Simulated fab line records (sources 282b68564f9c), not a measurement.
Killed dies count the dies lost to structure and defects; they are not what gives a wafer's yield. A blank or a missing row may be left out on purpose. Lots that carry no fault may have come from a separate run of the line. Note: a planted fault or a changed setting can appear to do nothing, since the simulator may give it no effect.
A struck lot beside a sound one	flow rit-cmos	21 out of 202 route steps
Sound: these wafers, L836.1, L836.3, L836.5. Struck: wafers L844.1, L844.5, L844.6. The cause is given at the end.
Per side, at each step with rows, come the tool, then ch with its chambers, and then its first start. Under that, the readings that differ: sound wafers	struck wafers	difference of the means	sigmas: that difference in standard deviations of wafers without a fault.
alike: a reading whose means differ by less than 2 such deviations, as well as words and numbers matching on both sides. not compared: withheld readings; readings where some wafer has no value; bounds like >300 that might hide an equal value; numbers whose values overlap and for which the record gives no deviation.
A row with sigmas, a row that says differs or no value, or rows on one side alone: a step with any of these is where the two part. When numbers do not overlap yet have no deviation, they are printed without sigmas and do not part them. A reading that every wafer of one side lacks parts them only if that side has two wafers or more.

first, 3 steps without rows for these wafers: RIT_GATE_CLEAN_02 (cleans in dHF, time 30 s); RIT_GATE_CLEAN_03 (cleans in SC2, time 600 s); RIT_GATE_CLEAN_04 (cleans in dHF, time 60 s).
RIT_FOX2_THK_MEAS_91:
  struck on film-metro-04, day 5 03:29; sound on film-metro-04, day 3 15:35
  alike: FIELD_OXIDE_LEFT_2_THK
then, 2 steps without rows for these wafers: RIT_GATE_OXIDATION_05 (target thk 3 nm, ox time 270 s); RIT_GATE_ANNEAL_06 (time 600 s).
RIT_GATE_THK_MEAS_07:
  struck on film-metro-01, day 5 05:10; sound on film-metro-01, day 3 17:26
  alike: GATE_OXIDE_THK
then, 1 step without rows for these wafers: RIT_GATE_CVD_08 (deposits poly-Si from SiH4, target thk 250 nm, time 2220 s).
RIT_GATE_THK_MEAS_09:
  struck on film-metro-04, day 5 07:39; sound on film-metro-04, day 3 19:07
  alike: GATE_POLY_THK
then, 3 steps without rows for these wafers: RIT_GATE_HMDS_10 (prime time 60 s); RIT_GATE_COAT_11 (resist thk 850 nm); RIT_GATE_SOFTBAKE_12 (time 60 s).
RIT_GATE_EXPOSE_13: exposes mask M6, target cd 150 nm.
  sound on iline-stepper-01 ch 0, day 3 19:38; struck on iline-stepper-01 ch 0, day 5 08:31
reading	sound	struck	difference	sigmas
exposure-dose-mJ-cm2	380.0 379.5 380.7	350.4 350.7 351.1	-29.3	-81
  alike: mask, reticle-temp-C
then, 2 steps without rows for these wafers: RIT_GATE_PEB_14; RIT_GATE_DEVELOP_15 (develop time 50 s).
RIT_GATE_CD_MEAS_16: the cd target is 150 nm.
  struck on cd-sem-02, day 5 08:55; sound on cd-sem-02, day 3 20:02
reading	sound	struck	difference	sigmas
cd-nm (nm)	149.9 149.1 150.1	150.3 35.3 56.0	-69.2	-33
RIT_GATE_OVL_MEAS_17:
  struck on overlay-02, day 5 09:02; sound on overlay-01, day 3 20:09
  alike: GATE_OVL
then, 1 step without rows for these wafers: RIT_GATE_HARDBAKE_18 (time 60 s).
RIT_GATE_ETCH_19: etches poly-Si in SF6/CHF3/O2, stops on SiO2, time 165 s, target depth 312.5 nm.
  sound on rie-si-02 ch 1,3, day 3 20:20; struck on rie-si-02 ch 0,1,3, day 5 09:14
  alike: SF6_flow_sccm, chamber-pressure-mTorr, drypump-motor-current-A, oes-product-au, throttle-valve-pct
  not compared: rf-hours-counter-h, model.GATE.cd-nm
RIT_GATE_STRIP_20: strips in O2, time 180 s.
  sound on plasma-asher-03 ch 1, day 3 20:27; struck on plasma-asher-04 ch 0,1, day 5 09:20
  alike: chamber-pressure-mTorr, drypump-motor-current-A
  not compared: rf-hours-counter-h
RIT_M1_PROBE_99:
  struck on prober-01, day 6 06:28; sound on prober-02, day 4 17:26
reading	sound	struck	difference	sigmas
killed-at-front-end	14 11 13	12 264 264	+167	+62
killed-dies	14 11 13	12 264 264	+167	+62
killed-on-rim	4 2 3	3 70 70	+45	+32
killed-open	10 8 8	8 2 3	-4	-2
  alike: killed-at-contacts, killed-short

WHERE THEY PART
At RIT_GATE_EXPOSE_13 first; at RIT_M1_PROBE_99 last (within this record only).

WHY: whatever the simulator had introduced
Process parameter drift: iline-stepper-01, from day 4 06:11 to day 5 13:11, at RIT_GATE_EXPOSE_13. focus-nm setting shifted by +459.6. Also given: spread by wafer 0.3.
